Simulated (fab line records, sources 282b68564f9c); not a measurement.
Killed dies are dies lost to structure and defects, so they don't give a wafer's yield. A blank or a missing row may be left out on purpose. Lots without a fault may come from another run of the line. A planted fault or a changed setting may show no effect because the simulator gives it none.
Problem report in the 8D (eight disciplines) form, filled by code | flow rit_cmos | the parts of the form that need people (team, actions taken, sign-off) are left out

1. THE PROBLEM
NWELL_RS at RIT_WELLDRIVE_RS_MEAS_01 reads a mean of 259.9 ohm/sq on 6 wafers of 2 lots; wafers without a fault read 275.5 ohm/sq with a standard deviation of 0.85. That is -18 standard deviations from the usual mean.
The step: measures by four-point-probe.
First seen on wafer L602.2, day 6 04:01, on film_metro-04. The record holds 42 wafers of 14 lots with a number at this step. Rule for "out", or "out of limits": more than 4 standard deviations from the usual mean. The other wafers with a number count as sound.

2. WHAT IT IS AND WHAT IT IS NOT
question                    | is                           | is not
which readings at this step | NWELL_RS                     | -
which lots                  | L602, L605                   | L585, L586, L588, L591, L592, L593, L595, L596, L597, L599, L601, L607
which wafers of those lots  | all that have a number       | -
read on which gauges        | film_metro-02, film_metro-04 | film_metro-01
when                        | from day 6 04:01             | up to then (33 sound wafers); but 3 sound wafers of L607 came after

3. SUSPECTS, AND WHAT RULES EACH OUT
Counting: a tool at a process step up to the reading stays a suspect if it ran every lot that is out and no sound lot after the first of them.
- the gauge at RIT_WELLDRIVE_RS_MEAS_01: ruled out. The wafers that are out were read on 2 gauges (film_metro-02, film_metro-04).
- implanter-03 at RIT_NWELL_IMPLANT_08: kept. It ran every lot that is out, first L602 (day 5 20:59), and no sound lot after that; its last sound lot up to then is L597 (day 4 15:00). Its own readings are out on those wafers: dose_ions_cm2.
Left after counting: implanter-03 at RIT_NWELL_IMPLANT_08.

4. THE CAUSE (what the simulator had put in)
Process parameter drift: implanter-03, from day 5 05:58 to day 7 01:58, at RIT_NWELL_IMPLANT_08. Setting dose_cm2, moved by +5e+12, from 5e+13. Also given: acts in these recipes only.
Counting left only this tool.

5. THE CHAIN OF EFFECTS, in route order
Each row: a reading whose mean over the struck wafers that have a number lies more than 3 standard deviations from the usual. Only readings for which the record gives a usual standard deviation are gone through. hours: the time from each lot's start at the first step in this table that gives one to its start at this step, as a median over the lots. sigmas: the change in usual standard deviations.
hours | step                     | reading            | usual        | on struck wafers | change | sigmas
0     | RIT_NWELL_IMPLANT_08     | dose_ions_cm2      | 5e+13        | 6e+13            | +5e+12 | +89
0     | RIT_NWELL_IMPLANT_08     | faraday_current_uA | 159          | 177              | +18    | +5.5
8     | RIT_WELLDRIVE_RS_MEAS_01 | NWELL_RS           | 275.5 ohm/sq | 259.9            | -15.6  | -18
The process steps in it:
- RIT_NWELL_IMPLANT_08

6. WHAT WOULD HAVE CAUGHT IT SOONER
In this record the first reading out of limits at a measuring or inspecting step was taken at day 6 04:01, 22 hours after the fault began at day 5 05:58.
The tool's own readings at RIT_NWELL_IMPLANT_08 were out on every struck wafer that the step has a row for (dose_ions_cm2): an alarm limit on them would have fired on the first of those.
Of the lots that are out (2), L605 began RIT_NWELL_IMPLANT_08 on implanter-03 after day 6 04:01. A hold on the tool at that time would have spared it.
